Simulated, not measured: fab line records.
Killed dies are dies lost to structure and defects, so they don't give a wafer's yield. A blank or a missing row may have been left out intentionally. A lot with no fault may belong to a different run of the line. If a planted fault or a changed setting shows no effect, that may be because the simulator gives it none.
Code-filled problem report in 8D (eight disciplines) form ; flow rit-cmos ; the parts of the form that need people (team, actions taken, sign-off) are left out

== 1. WHAT WENT WRONG ==
Wafers free of any fault read 260.7 nm (standard deviation 2.5) for GATE_POLY_THK at RIT_GATE_THK_MEAS_09, against a mean of 348.9 nm on 9 wafers of 3 lots. That puts it +35 standard deviations away from the usual mean.
Earliest sighting: wafer L260.1 on film-metro-04 at day 4 23:04. The record has a number at this step for 45 wafers belonging to 15 lots. The rule behind "out" and "out of limits": a value lying over 4 standard deviations away from the usual mean. The other wafers with a number count as sound.

== 2. WHAT IT IS, AND WHAT IT ISN'T ==
question;is;is not
which readings at this step;GATE_POLY_THK;-
which lots;L260, L262, L263;L248, L249, L250, L251, L252, L256, L257, L258, L259, L268, L269, L271
which wafers of those lots;all that have a number;-
read on which gauges;film-metro-01, film-metro-04;film-metro-03
when;from day 4 23:04;"up to then (27 sound wafers); but 9 sound wafers of L268, L269, L271 came after"

== 3. WHAT RULES OUT EACH SUSPECT ==
Counting: a tool stays on the suspect list if, at a process step up to the reading, it processed all lots that are out and no sound lot following the first of them.
- ruled out: the gauge at RIT_GATE_THK_MEAS_09. Those wafers that are out were read across 2 gauges (film-metro-01, film-metro-04).
- lpcvd-02 at RIT_GATE_CVD_08 (deposits poly-Si from SiH4, target thk 250 nm, time 2314 s): kept. It processed each lot that is out, first L260 at day 4 21:26, and no sound lot thereafter; up to then, the last sound lot it processed was L258 at day 4 11:52.
After counting, what remains is lpcvd-02 at RIT_GATE_CVD_08.

== 4. THE CAUSE (what the simulator had put in) ==
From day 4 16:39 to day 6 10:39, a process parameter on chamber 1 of lpcvd-02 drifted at RIT_GATE_CVD_08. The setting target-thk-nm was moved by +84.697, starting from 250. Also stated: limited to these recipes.
Counting left only this tool.

== 5. THE EFFECT CHAIN, in route order ==
Each row: a reading whose mean over the struck wafers that have a number lies more than 3 standard deviations from the usual. Scope: only readings with a usual standard deviation given in the record; hours: median across lots of the time from each lot's start at the first step in this table that gives one to its start at this step; sigmas: change in usual standard deviations.
hours;step;reading;usual;on struck wafers;change;sigmas
0;RIT_GATE_THK_MEAS_09;GATE_POLY_THK;260.7 nm;348.9;+88.2;+35
6;RIT_GATE_ETCH_19;oes-product-au;0.875 a.u.;1.012;+0.137;+11
It contains these process steps:
- RIT_GATE_ETCH_19: etches poly-Si in SF6/CHF3/O2, stops on SiO2, time 165 s, target depth 312.5 nm.

== 6. WHAT WOULD HAVE CAUGHT IT SOONER ==
The first out-of-limits reading at a measuring or inspecting step in this record came at day 4 23:04, 6 hours after the fault's start at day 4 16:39.
No tool reading at RIT_GATE_CVD_08 that has a usual standard deviation in the record was out on any struck wafer, so an alarm limit of 4 standard deviations on those readings would not have fired.
L262, L263, from the lots that are out (3), started RIT_GATE_CVD_08 on lpcvd-02 later than day 4 23:04. A hold on the tool at that time would have spared those 2.
